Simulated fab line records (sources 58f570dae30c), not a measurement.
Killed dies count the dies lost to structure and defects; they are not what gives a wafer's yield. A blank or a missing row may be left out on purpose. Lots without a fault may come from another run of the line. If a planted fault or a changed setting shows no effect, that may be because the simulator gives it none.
Shared-tool check | flow berkeleyCmos170 | Lots sampled 14, wafers sampled 48

REASON FOR OPENING
Flagged at UCB170_CONTACT_CD_MEAS_15: reading cdNm, on 2 of 14 lots. Wafers without a fault read 700.3 nm, standard deviation 1.3.
Rule: a lot is flagged when every wafer of it that has a number lies more than 4 standard deviations from that mean, or none has a number. The other lots count as sound.

lot  | measured     | on       | cdNm (nm), wafer by wafer           | flag
L988 | day 7 23:24  | cdSem-01 | 699.5 699.9 700.3                   | 
L989 | day 8 00:05  | cdSem-02 | 700.4 700.4 702.2                   | 
L990 | day 8 14:04  | cdSem-01 | 698.9 698.6 699.2                   | 
L994 | day 9 00:37  | cdSem-02 | 700.9 701.4 700.9                   | 
L993 | day 9 01:01  | cdSem-02 | 699.7 699.7 701.2                   | 
L996 | day 9 18:01  | cdSem-02 | 695.8 697.8 697.6                   | 
L999 | day 9 23:10  | cdSem-02 | 701.5 702.6 702.3                   | 
L100 | day 10 09:02 | cdSem-02 | 699.5 700.2 699.7                   | 
L105 | day 10 23:23 | cdSem-01 | 700.5 700.2 700.5                   | 
L101 | day 10 23:54 | cdSem-02 | 701.1 700.0 700.7                   | 
L107 | day 11 10:38 | cdSem-02 | 687.4 686.9 686.6 687.2 687.3 686.8 | FLAGGED
L108 | day 11 13:28 | cdSem-01 | 687.2 686.8 687.1 687.0 686.5 687.1 | FLAGGED
L110 | day 12 11:16 | cdSem-01 | 699.8 700.4 698.8                   | 
L109 | day 12 12:58 | cdSem-02 | 699.6 700.4 700.0                   | 
The mean of the flagged lots' numbers is 687.0 nm, -13.3 nm from the usual (-10 standard deviations).

WHICH TOOL RAN EACH LOT
The record holds 1 process step before the reading, out of a route of 331 steps. Read each cell as the tool, then ch plus the chambers that the sampled wafers visited, then the start.
lot  | flag    | UCB170_CONTACT_PEB_13
L988 |         | lithoTrack-02 ch 0, day 7 23:07
L989 |         | lithoTrack-01 ch 0, day 7 23:46
L990 |         | lithoTrack-01 ch 0, day 8 13:49
L994 |         | lithoTrack-02 ch 0, day 9 00:21
L993 |         | lithoTrack-03 ch 0, day 9 00:45
L996 |         | lithoTrack-01 ch 0, day 9 17:44
L999 |         | lithoTrack-01 ch 0, day 9 22:53
L100 |         | lithoTrack-03 ch 0, day 10 08:46
L105 |         | lithoTrack-03 ch 0, day 10 23:07
L101 |         | lithoTrack-02 ch 0, day 10 23:38
L107 | FLAGGED | lithoTrack-02 ch 0, day 11 10:22
L108 | FLAGGED | lithoTrack-02 ch 0, day 11 13:12
L110 |         | lithoTrack-03 ch 0, day 12 10:59
L109 |         | lithoTrack-03 ch 0, day 12 12:41
What is done by these steps:
- UCB170_CONTACT_PEB_13
- UCB170_CONTACT_CD_MEAS_15: target cd 700 nm.

FLAGGED AGAINST TOTAL, ONE TOOL AT A TIME (gauges that did the reading follow at the end)
step                      | tool          | lots run | flagged | share of the flagged lots | sound lots run after its first flagged lot
UCB170_CONTACT_PEB_13     | lithoTrack-01 | 4        | 0       | none                      | -
UCB170_CONTACT_PEB_13     | lithoTrack-02 | 5        | 2       | all                       | 0
UCB170_CONTACT_PEB_13     | lithoTrack-03 | 5        | 0       | none                      | -
UCB170_CONTACT_CD_MEAS_15 | cdSem-01      | 5        | 1       | some                      | 1 (L110)
UCB170_CONTACT_CD_MEAS_15 | cdSem-02      | 9        | 1       | some                      | 1 (L109)

WHAT THE TABLE PERMITS
1 row of the table ran every flagged lot: lithoTrack-02 at UCB170_CONTACT_PEB_13.
- lithoTrack-02 at UCB170_CONTACT_PEB_13 ran 5 lots, 2 of them flagged. A fault beginning between L101 (day 10 23:38), its last sound lot, and L107 (day 11 10:22), its first flagged one, fits the data. Its own readings (heaterPowerTotalW, plateTempC) fall more than 4 standard deviations out on all wafers of the flagged lots.
lithoTrack-02 at UCB170_CONTACT_PEB_13 is the single tool remaining.

WHAT HAD BEEN PUT IN BY THE SIMULATOR
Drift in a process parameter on lithoTrack-02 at UCB170_CONTACT_PEB_13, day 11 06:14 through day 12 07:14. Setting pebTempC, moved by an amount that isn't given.
Lots struck among those shown: L107, L108. The rule given above showed the same thing.
